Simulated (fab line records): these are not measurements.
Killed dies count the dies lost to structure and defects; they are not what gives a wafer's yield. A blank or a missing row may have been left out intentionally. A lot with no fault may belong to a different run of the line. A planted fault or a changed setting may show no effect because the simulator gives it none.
Which of the tools did it? ; flow berkeleyCmos170 ; 14 lots (42 wafers sampled), 1 step of a 331-step route

WHAT THE GAUGES READ, wafer by wafer
No reading from a measuring or inspecting step in the record can be judged against a usual standard deviation.

WHICH TOOL RAN EACH LOT (tool, then ch and the chambers of the sampled wafers, then the start)
lot;UCB170_PWELL_SOFTBAKE_09
L952;lithoTrack-04 ch 0, day 2 19:26
L954;lithoTrack-02 ch 0, day 3 05:40
L955;lithoTrack-01 ch 0, day 3 09:11
L960;lithoTrack-01 ch 0, day 4 14:13
L961;lithoTrack-04 ch 0, day 4 14:20
L963;lithoTrack-04 ch 0, day 5 06:11
L966;lithoTrack-02 ch 0, day 5 15:44
L969;lithoTrack-02 ch 0, day 6 07:47
L968;lithoTrack-02 ch 0, day 6 14:16
L970;lithoTrack-01 ch 0, day 6 14:17
L971;lithoTrack-01 ch 0, day 6 22:04
L972;lithoTrack-01 ch 0, day 7 07:31
L973;lithoTrack-01 ch 0, day 7 14:05
L975;lithoTrack-02 ch 0, day 8 00:05
- UCB170_PWELL_SOFTBAKE_09: time 60 s.

AS READ BY THE TOOLS THEMSELVES (means over the sampled wafers that have a number; for cases with no such wafer, the mark the record gives instead)
UCB170_PWELL_SOFTBAKE_09. Usual: heaterPowerTotalW 56.81 W, standard deviation 0.043; plateTempC 130.00 C, standard deviation 0.15; runLengthS 89.14 s, standard deviation 0.26.
lot;tool;heaterPowerTotalW (W);plateTempC (C);runLengthS (s);flag
L952;lithoTrack-04;56.79;129.97;88.94;
L954;lithoTrack-02;56.80;130.02;89.11;
L955;lithoTrack-01;56.81;129.69;89.37;
L960;lithoTrack-01;56.82;129.95;89.30;
L961;lithoTrack-04;58.09;-;84.32;OFF
L963;lithoTrack-04;58.08;-;84.35;OFF
L966;lithoTrack-02;56.79;130.06;88.99;
L969;lithoTrack-02;56.76;130.00;88.98;
L968;lithoTrack-02;56.89;129.99;89.09;
L970;lithoTrack-01;56.77;129.95;89.34;
L971;lithoTrack-01;56.83;130.06;89.41;
L972;lithoTrack-01;56.83;130.13;89.33;
L973;lithoTrack-01;56.78;130.13;89.46;
L975;lithoTrack-02;56.79;129.92;89.08;

THE ANSWER, worked out from the rows above alone
Rule: take the mean of a lot's wafers that have a number; if it is more than 3 standard deviations from the usual mean, the lot is off. A lot without any number at a reading at which 4 lots or more have one is off too. Where the step has rows for the other lots, those lots are counted as sound. First the gauges in route order, then the tools' own readings, where a lot's mean is used as printed above. At the first step where some lot is off, the reading lying furthest off is the one used; lots without a number count as furthest.
Off: L961, L963, at UCB170_PWELL_SOFTBAKE_09 (plateTempC). Without a number there: L961, L963.
If a tool, at that step or one of the process steps before it, ran each lot that is off and ran no sound lot following the first of them, it fits. One candidate fits, namely lithoTrack-04 at UCB170_PWELL_SOFTBAKE_09. A fault onset in the window from L952 (day 2 19:26, its last sound lot) to L961 (day 4 14:20, its first lot off) fits.
The tool's own readings at UCB170_PWELL_SOFTBAKE_09 bear it out: on the lots that are off they differ by more than 5 times the standard deviation of the sound lots' means. heaterPowerTotalW reads 58.09 W there against 56.80 W on the sound lots; runLengthS reads 84.33 s there against 89.20 s on the sound lots.
Blank at UCB170_PWELL_SOFTBAKE_09 on the lots that are off, where sound lots have numbers: plateTempC.

WHAT WAS PUT IN BY THE SIMULATOR
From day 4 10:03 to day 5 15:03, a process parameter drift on lithoTrack-04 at UCB170_PWELL_SOFTBAKE_09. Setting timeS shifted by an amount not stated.
Struck lots among those shown: L961, L963. The same result came from the rule above.
